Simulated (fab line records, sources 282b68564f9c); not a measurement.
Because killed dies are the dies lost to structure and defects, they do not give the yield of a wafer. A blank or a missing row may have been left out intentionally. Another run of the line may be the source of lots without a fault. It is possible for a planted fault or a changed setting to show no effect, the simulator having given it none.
The tool behind it: which one?    flow rit cmos    Sampling: 14 lots, 42 wafers, 2 of 202 route steps

WHAT THE GAUGES SHOWED, per wafer
RIT_REOX_THK_MEAS_04. Usual: REOX_OXIDE_THK 25.3 nm, standard deviation 0.46.
lot   measured     on             REOX_OXIDE_THK (nm)  flag
L720  day 2 23:13  film metro-02  25.4 25.6 25.4       
L721  day 2 23:13  film metro-04  25.9 26.2 26.2       
L722  day 3 07:29  film metro-02  24.8 24.4 25.2       
L723  day 3 10:01  film metro-02  25.3 25.2 25.1       
L724  day 3 16:38  film metro-04  25.7 26.1 25.8       
L725  day 3 22:21  film metro-04  25.3 25.3 25.2       
L726  day 4 05:14  film metro-02  25.4 25.4 25.7       
L727  day 4 09:31  film metro-01  26.1 25.8 26.1       
L728  day 4 20:49  film metro-02  41.1 41.4 41.3       OFF
L729  day 4 22:46  film metro-02  40.1 39.8 40.0       OFF
L740  day 7 02:42  film metro-02  25.4 25.5 25.0       
L741  day 7 06:41  film metro-01  25.3 25.1 25.3       
L742  day 7 22:03  film metro-04  25.8 26.4 26.0       
L743  day 8 02:52  film metro-02  25.2 24.9 25.5       

WHICH TOOL RAN EACH LOT (tool, then ch and the chambers of the sampled wafers, then the start)
lot   RIT_REOX_OXIDATION_03
L720  furnace-01 ch 0, day 2 20:40
L721  furnace-01 ch 0, day 2 20:40
L722  furnace-03 ch 0, day 3 04:55
L723  furnace-03 ch 0, day 3 07:28
L724  furnace-01 ch 0, day 3 14:05
L725  furnace-04 ch 0, day 3 19:46
L726  furnace-01 ch 0, day 4 02:41
L727  furnace-04 ch 0, day 4 06:58
L728  furnace-03 ch 0, day 4 14:37
L729  furnace-01 ch 0, day 4 17:18
L740  furnace-04 ch 0, day 7 00:08
L741  furnace-03 ch 0, day 7 04:08
L742  furnace-01 ch 0, day 7 19:30
L743  furnace-03 ch 0, day 8 00:19
- RIT_REOX_OXIDATION_03: target thk 25.2 nm, ox time 5580 s.

AS READ BY THE TOOLS THEMSELVES (means over the sampled wafers that have a number; for cases with no such wafer, the mark the record gives instead)
RIT_REOX_OXIDATION_03. Usual: tube center temp C at 900.01 C, with a standard deviation of 0.082.
lot   tool        tube center temp C (C)  flag
L720  furnace-01  900.01                  
L721  furnace-01  899.94                  
L722  furnace-03  900.05                  
L723  furnace-03  900.00                  
L724  furnace-01  899.99                  
L725  furnace-04  899.94                  
L726  furnace-01  899.98                  
L727  furnace-04  900.00                  
L728  furnace-03  899.98                  
L729  furnace-01  899.95                  
L740  furnace-04  900.05                  
L741  furnace-03  900.01                  
L742  furnace-01  900.00                  
L743  furnace-03  900.05                  

THE ANSWER, worked out from the rows above alone
Rule: a lot is off if the mean of its wafers that have a number lies more than 3 standard deviations from the usual mean. A lot without any number at a reading at which 4 lots or more have one is off too. All remaining lots with rows at the step are treated as sound. Order of review: gauges by route order, followed by the tools' own readings, for which a lot's mean as printed above is used. At the first step where some lot is off, the reading lying furthest off is the one used; lots without a number count as furthest.
Off: L728, L729, seen at RIT_REOX_THK_MEAS_04 (REOX_OXIDE_THK).
If a tool, at a process step before that reading, ran all the lots that are off and no sound lot after the first of them, it fits. Gauges at RIT_REOX_THK_MEAS_04: tried the same way as those tools. None of those tried fits.

WHAT THE SIMULATOR HAD INSERTED
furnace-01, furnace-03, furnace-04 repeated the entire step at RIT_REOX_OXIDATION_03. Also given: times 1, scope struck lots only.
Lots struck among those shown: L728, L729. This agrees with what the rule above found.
